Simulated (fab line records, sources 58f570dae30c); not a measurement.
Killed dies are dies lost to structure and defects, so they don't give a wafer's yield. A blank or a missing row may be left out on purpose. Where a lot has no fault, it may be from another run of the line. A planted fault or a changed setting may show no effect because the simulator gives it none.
Which tool is to blame?    flow berkeley-cmos170    42 wafers from 14 lots sampled at 4 of the route's 331 steps

WHAT THE GAUGES SHOWED, per wafer
UCB170_ACTIVE_OVL_MEAS_14.
lot   measured     on          ACTIVE_OVL (nm)
L495  day 4 08:16  overlay-02  7 -3 -4
L496  day 4 23:23  overlay-01  5 0 1
L500  day 5 08:24  overlay-02  4 7 0
L498  day 5 08:46  overlay-02  2 5 2
L502  day 5 15:55  overlay-02  -11 -4 -10
L501  day 5 16:04  overlay-01  0 1 3
L503  day 6 17:02  overlay-01  4 3 15
L508  day 7 00:14  overlay-01  -8 -5 -2
L506  day 7 00:41  overlay-01  -2 -4 -10
L512  day 7 17:02  overlay-02  5 -4 2
L514  day 8 08:28  overlay-02  4 3 8
L517  day 8 19:28  overlay-02  -3 0 -3
L515  day 8 19:45  overlay-02  -9 -2 1
L516  day 9 15:28  overlay-02  2 -3 -3

UCB170_GATE_THK_MEAS_02.
lot   measured      on             GATE_OXIDE_THK (nm)
L495  day 5 23:16   film-metro-02  6.69 6.67 6.64
L496  day 6 18:02   film-metro-01  6.50 6.53 6.49
L500  day 6 23:59   film-metro-01  6.38 6.57 6.51
L498  day 6 23:59   film-metro-03  6.43 6.42 6.47
L502  day 7 03:24   film-metro-01  6.54 6.43 6.51
L501  day 7 03:23   film-metro-03  6.52 6.40 6.41
L503  day 8 03:28   film-metro-02  6.50 6.67 6.59
L508  day 8 09:04   film-metro-03  6.53 6.52 6.70
L506  day 8 09:05   film-metro-02  6.65 6.75 6.55
L512  day 9 15:21   film-metro-01  5.72 5.60 5.53 5.73 5.62 5.53
L514  day 10 06:03  film-metro-02  6.48 6.48 6.45
L517  day 10 17:50  film-metro-01  6.38 6.42 6.50
L515  day 10 23:33  film-metro-03  5.51 5.44 5.62 5.50 5.42 5.63
L516  day 11 06:31  film-metro-02  6.65 6.59 6.69

TOOL THAT RAN EACH LOT (tool first, then ch and the chambers of the sampled wafers, then the start)
lot   UCB170_PFIELD_STRIP_08               UCB170_GATE_OXIDATION_01
L495  plasma-asher-04 ch 0,1, day 4 10:31  furnace-04 ch 0, day 5 21:45
L496  plasma-asher-02 ch 0,1, day 5 03:23  furnace-02 ch 0, day 6 16:31
L500  plasma-asher-03 ch 0,1, day 5 12:05  furnace-04 ch 0, day 6 22:28
L498  plasma-asher-03 ch 0,1, day 5 12:58  furnace-04 ch 0, day 6 22:28
L502  plasma-asher-02 ch 0,1, day 5 18:43  furnace-01 ch 0, day 7 01:53
L501  plasma-asher-02 ch 0,1, day 5 18:24  furnace-01 ch 0, day 7 01:53
L503  plasma-asher-02 ch 0,1, day 6 21:53  furnace-02 ch 0, day 8 01:58
L508  plasma-asher-03 ch 0,1, day 7 02:59  furnace-01 ch 0, day 8 07:34
L506  plasma-asher-03 ch 0,1, day 7 03:16  furnace-01 ch 0, day 8 07:34
L512  plasma-asher-02 ch 0,1, day 7 22:02  furnace-01 ch 0, day 9 13:51
L514  plasma-asher-04 ch 0,1, day 8 10:10  furnace-02 ch 0, day 10 04:32
L517  plasma-asher-02 ch 0,1, day 8 21:58  furnace-04 ch 0, day 10 16:19
L515  plasma-asher-04 ch 0,1, day 8 22:15  furnace-01 ch 0, day 10 22:02
L516  plasma-asher-04 ch 0,1, day 9 17:24  furnace-04 ch 0, day 11 05:01
- UCB170_PFIELD_STRIP_08: strips in O2.
- UCB170_GATE_OXIDATION_01: target thk 6.6 nm, ox time 1800 s.

AS READ BY THE TOOLS THEMSELVES (means over the sampled wafers that have a number; for cases with no such wafer, the mark the record gives instead)
UCB170_PFIELD_STRIP_08.
lot   tool             drypump-motor-current-A (A)  oes-product-au (a.u.)  strip-time-to-endpoint-s (s)
L495  plasma-asher-04  5.96                         0.730                  21.65
L496  plasma-asher-02  5.94                         0.736                  21.58
L500  plasma-asher-03  5.41                         0.734                  21.66
L498  plasma-asher-03  5.39                         0.736                  21.64
L502  plasma-asher-02  5.82                         0.735                  21.57
L501  plasma-asher-02  5.80                         0.734                  21.60
L503  plasma-asher-02  5.81                         0.737                  21.73
L508  plasma-asher-03  5.39                         0.736                  21.60
L506  plasma-asher-03  5.40                         0.734                  21.52
L512  plasma-asher-02  5.93                         0.736                  21.66
L514  plasma-asher-04  5.94                         0.734                  21.65
L517  plasma-asher-02  5.81                         0.737                  21.64
L515  plasma-asher-04  6.07                         0.736                  21.61
L516  plasma-asher-04  6.08                         0.737                  21.59

UCB170_GATE_OXIDATION_01.
lot   tool        spike-tc-centre-C (C)  spike-tc-load-C (C)  spike-tc-source-C (C)  tube-center-temp-C (C)  tube_center_temp_C_max  zone-power-centre-pct (%)
L495  furnace-04  852.6                  876.3                874                    850.00                  852.0                   38.3
L496  furnace-02  852.2                  878.6                867                    850.00                  852.4                   40.1
L500  furnace-04  853.2                  876.6                874                    850.04                  852.1                   38.2
L498  furnace-04  852.9                  876.2                876                    850.04                  852.4                   38.0
L502  furnace-01  854.0                  877.4                871                    850.00                  852.2                   43.7
L501  furnace-01  854.6                  879.2                872                    850.00                  852.4                   44.0
L503  furnace-02  851.8                  878.2                867                    849.97                  852.3                   40.2
L508  furnace-01  854.9                  878.3                871                    849.96                  852.1                   43.4
L506  furnace-01  853.7                  878.1                872                    849.99                  852.1                   43.6
L512  furnace-01  839.6                  864.6                857                    835.95                  838.6                   42.9
L514  furnace-02  851.5                  878.5                867                    850.01                  852.1                   39.9
L517  furnace-04  853.6                  875.7                875                    849.93                  852.1                   38.3
L515  furnace-01  839.8                  862.8                857                    835.98                  838.4                   42.5
L516  furnace-04  853.7                  876.7                874                    850.00                  852.3                   38.2

THE ANSWER, worked out from the rows above alone
Rule: what is usual is taken from the lots themselves. The widest of any qualifying gaps counts: lots, ordered by their means at a reading, are off when they make up no more than a third of the lots, leave a main group of 4 or more, and stand apart from it by 3 or more times the standard deviation of that group's means. The tables above print the reading to a certain number of digits; a main group whose means all agree to those digits is not used. Also off: a lot with no number at a reading for which 4 or more lots have one. The other lots that the step has rows for count as sound. Order of review: gauges by route order, followed by the tools' own readings, for which a lot's mean as printed above is used. At the first step where some lot is off, the reading lying furthest off is the one used; lots without a number count as furthest.
Off: at UCB170_GATE_THK_MEAS_02 (GATE_OXIDE_THK), L512, L515. For the main group the mean is 6.53 nm and the standard deviation 0.084.
A tool fits if, at a process step before that reading, it ran every lot that is off, and no sound lot after the first of them. Not tried: the gauges at UCB170_GATE_THK_MEAS_02; whatever is off there is also off at UCB170_GATE_OXIDATION_01, on other tools, and gauge error can't account for it. One fits: UCB170_GATE_OXIDATION_01 on furnace-01. Its last sound lot is L506 (day 8 07:34), its first lot that is off L512 (day 9 13:51): a fault that began between those two fits.
The tool's own readings at UCB170_GATE_OXIDATION_01 bear it out: on the lots that are off they differ by more than 5 times the standard deviation of the sound lots' means. spike-tc-centre-C reads 839.7 C there against 853.2 C on the sound lots; spike-tc-load-C reads 863.7 C there against 877.5 C on the sound lots; tube-center-temp-C reads 835.97 C there against 850.00 C on the sound lots; tube_center_temp_C_max reads 838.5 there against 852.2 on the sound lots.

WHAT THE SIMULATOR PUT IN
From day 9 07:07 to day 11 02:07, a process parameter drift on furnace-01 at UCB170_GATE_OXIDATION_01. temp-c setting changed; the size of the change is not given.
Struck lots among those shown: L512, L515. The rule above found the same.
